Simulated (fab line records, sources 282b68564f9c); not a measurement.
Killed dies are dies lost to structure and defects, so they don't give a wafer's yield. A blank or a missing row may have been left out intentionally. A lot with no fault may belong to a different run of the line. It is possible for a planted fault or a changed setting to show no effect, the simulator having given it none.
A struck lot beside a sound one || flow rit_cmos || 21 steps out of a route of 202
Sound: wafers L721.1, L721.2, L721.6. Struck: wafers L725.1, L725.5, L725.6. Last of all comes the cause.
Order at every step that has rows: each side's tool, ch and its chambers, its first start. Under that, the readings that differ: sound wafers || struck wafers || difference of the means || sigmas: that difference in standard deviations of wafers without a fault.
alike: same words and numbers on both sides, and readings whose means sit less than 2 such deviations apart. not compared: any withheld reading, any reading some wafer has no value for, any bound like >300 that may hide the same value, and any number with overlapping values for which the record gives no deviation.
A row with sigmas, a row that says differs or no value, or rows on one side alone: a step with any of these is where the two part. When numbers do not overlap yet have no deviation, they are printed without sigmas and do not part them. A reading missing from all wafers of one side parts the sides only when that side holds two or more wafers.

RIT_PLDD_OVL_MEAS_06:
  sound: overlay-01 at day 2 21:41; struck: overlay-01 at day 3 20:56
  alike: PLDD_OVL
then, 2 steps without rows for these wafers: RIT_PLDD_HARDBAKE_07 (time 60 s); RIT_PLDD_IMPLANT_08.
RIT_PLDD_STRIP_09: strips in O2, time 180 s.
  sound on plasma_asher-01 ch 0,1, day 2 22:02; struck on plasma_asher-02 ch 0,1, day 3 21:16
  alike: chamber_pressure_mTorr, drypump_motor_current_A
  not compared: rf_hours_counter_h
RIT_PLDD_TW_MEAS_10:
  sound: film_metro-01 at day 2 22:12; struck: film_metro-04 at day 3 21:26
  alike: PLDD_TW
then, 4 steps without rows for these wafers: RIT_SPACER_CLEAN_00 (cleans in SC1, time 600 s); RIT_SPACER_CLEAN_01 (cleans in dHF, time 30 s); RIT_SPACER_CLEAN_02 (cleans in SC2, time 600 s); RIT_SPACER_CVD_03 (deposits Si3N4 from SiH2Cl2/NH3, target thk 250 nm, time 3300 s).
RIT_SPACER_THK_MEAS_04:
  sound: film_metro-01 at day 3 00:33; struck: film_metro-04 at day 3 23:47
  alike: SPACER_NITRIDE_THK
RIT_SPACER_ETCHBACK_05: etches Si3N4 in SF6/CHF3, stops on SiO2, target depth 250 nm, time 240 s.
  sound on rie_diel-01 ch 0,2,3, day 3 00:37; struck on rie_diel-04 ch 0,2,3, day 3 23:50
  alike: chamber_pressure_mTorr, drypump_motor_current_A, oes_product_au, throttle_valve_pct
  not compared: rf_hours_counter_h
then, 1 step without rows for these wafers: RIT_NSD_HMDS_00 (prime time 60 s).
RIT_NSD_COAT_01: resist thk 1000 nm.
  sound on litho_track-02 ch 0, day 3 00:55; struck on litho_track-01 ch 0, day 4 00:08
{"reading": "spin_speed_rpm (rpm)", "sound": "3247.7 3252.4 3245.1", "struck": "3303.9 3304.4 3304.4", "difference": "+55.8", "sigmas": "+31"}
  not compared: model.NOVOLAK_of_NSD_COAT_01.thk_nm
then, 4 steps without rows for these wafers: RIT_NSD_SOFTBAKE_02 (time 60 s); RIT_NSD_EXPOSE_03 (exposes mask M9, target cd 40700 nm); RIT_NSD_PEB_04; RIT_NSD_DEVELOP_05 (develop time 50 s).
RIT_NSD_OVL_MEAS_06:
  sound: overlay-01 at day 3 01:37; struck: overlay-01 at day 4 00:50
  alike: NSD_OVL
RIT_NSD_HARDBAKE_07: time 60 s.
  sound on litho_track-02 ch 0, day 3 01:38; struck on litho_track-01 ch 0, day 4 00:53
  not compared: model.NOVOLAK_of_NSD_COAT_01.thk_nm
then, 1 step without rows for these wafers: RIT_NSD_IMPLANT_08.
RIT_M1_PROBE_99:
  sound: prober-01 at day 3 11:28; struck: prober-01 at day 4 10:59
  alike: killed_at_contacts, killed_at_front_end, killed_dies, killed_open, killed_short

== WHERE THEY PART ==
RIT_NSD_COAT_01 only, going by this record. Later steps at which nothing parts them and some readings are alike: RIT_NSD_OVL_MEAS_06, RIT_M1_PROBE_99.

WHY: the cause the simulator had injected
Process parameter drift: litho_track-01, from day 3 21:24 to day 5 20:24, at RIT_NSD_COAT_01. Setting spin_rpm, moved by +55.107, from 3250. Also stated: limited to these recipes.
